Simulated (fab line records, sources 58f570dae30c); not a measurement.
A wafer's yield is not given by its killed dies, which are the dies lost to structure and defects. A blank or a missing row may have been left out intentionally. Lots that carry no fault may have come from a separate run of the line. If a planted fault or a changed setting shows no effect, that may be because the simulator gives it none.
2 desks looking at one fault || flow berkeleyCmos170 || each desk holds nothing but its own numbers, with what lay behind them at the end

THE TOOL OWNER'S DESK: pvdSputter-01
The tool's own readings at UCB170_M1_SPUTTER_00 (material Al, target thk 600 nm, time 80 s): means of the sampled wafers that have a number, for each lot that ran on this tool. A lot is out of limits, marked OUT, if its mean lies more than 4 standard deviations from the usual mean; the brackets give that distance.
Columns: A = throttleValvePct at UCB170_M1_SPUTTER_00, usual 30.0 %
{"lot": "L280", "first seen here": "day 7 11:30", "A": 29.4}
{"lot": "L284", "first seen here": "day 9 04:08", "A": 31.7}
{"lot": "L286", "first seen here": "day 9 06:28", "A": 30.0}
{"lot": "L299", "first seen here": "day 12 08:43", "A": 29.4}
This desk found nothing out of limits on any of the 4 lots.

METROLOGY DESK
Means of the sampled wafers that have a number, per lot and without regard to the tool the lot ran on: this is what the gauges read. A lot is out of limits, marked OUT, if its mean lies more than 4 standard deviations from the usual mean; the brackets give that distance.
Columns: A = cdNm at UCB170_GATE_CD_MEAS_90, usual 350.8 nm; B = M1_AL_RS at UCB170_M1_RS_MEAS_01, usual 0.0487 ohm/sq; C = M1_AL_THK at UCB170_M1_THK_MEAS_02, usual 595 nm; D = cdNm at UCB170_V1_CD_MEAS_12, usual 700.3 nm
{"lot": "L277", "first seen here": "day 6 16:24", "A": 349.8, "B": 0.0493, "C": 590, "D": 700.1}
{"lot": "L280", "first seen here": "day 6 16:27", "A": 352.9, "B": 0.0479, "C": 598, "D": 700.3}
{"lot": "L279", "first seen here": "day 6 16:41", "A": 349.7, "B": 0.0488, "C": 595, "D": 700.4}
{"lot": "L282", "first seen here": "day 7 13:05", "A": 351.2, "B": 0.0492, "C": 588, "D": 700.5}
{"lot": "L284", "first seen here": "day 8 00:55", "A": 350.8, "B": "0.0423 (-12) OUT", "C": "681 (+13) OUT", "D": 700.6}
{"lot": "L286", "first seen here": "day 8 01:55", "A": 351.9, "B": "0.0433 (-10) OUT", "C": "673 (+12) OUT", "D": 701.3}
{"lot": "L289", "first seen here": "day 8 17:08", "A": 350.3, "B": 0.0479, "C": 607, "D": 702.2}
{"lot": "L291", "first seen here": "day 9 05:31", "A": 350.1, "B": 0.0480, "C": 603, "D": 700.5}
{"lot": "L292", "first seen here": "day 9 11:48", "A": 349.8, "B": 0.0490, "C": 595, "D": 699.7}
{"lot": "L297", "first seen here": "day 9 21:53", "A": 350.3, "B": 0.0484, "C": 598, "D": 700.6}
{"lot": "L293", "first seen here": "day 9 22:17", "A": 350.7, "B": 0.0489, "C": 590, "D": 699.0}
{"lot": "L296", "first seen here": "day 9 22:22", "A": 350.7, "B": 0.0486, "C": 598, "D": 699.2}
{"lot": "L298", "first seen here": "day 10 20:04", "A": 353.4, "B": 0.0488, "C": 595, "D": 700.8}
{"lot": "L299", "first seen here": "day 11 09:01", "A": 350.0, "B": 0.0489, "C": 596, "D": 702.0}
This desk reports L284, L286 out of limits; the earliest was L284 at day 9 04:16 (M1_AL_RS at UCB170_M1_RS_MEAS_01). L277, L280, L279, L282, L289, L291, L292, L297, L293, L296, L298, L299: within limits.

BROUGHT TOGETHER
On L284, L286, the metrology desk was in a position to raise an alarm at day 9 04:16.
The desk of the tool owner found nothing out of limits.
Tool owner's desk: L284, L286 on record, inside its limits.
Of the lots named, all ran UCB170_M1_SPUTTER_00 on pvdSputter-01.

WHAT WAS PUT IN BY THE SIMULATOR
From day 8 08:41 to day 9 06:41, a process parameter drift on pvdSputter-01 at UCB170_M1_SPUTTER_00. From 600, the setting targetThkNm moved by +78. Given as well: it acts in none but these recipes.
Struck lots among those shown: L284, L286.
Delay in hours, fault start to first out-of-limits reading, per desk: metrology desk 20.
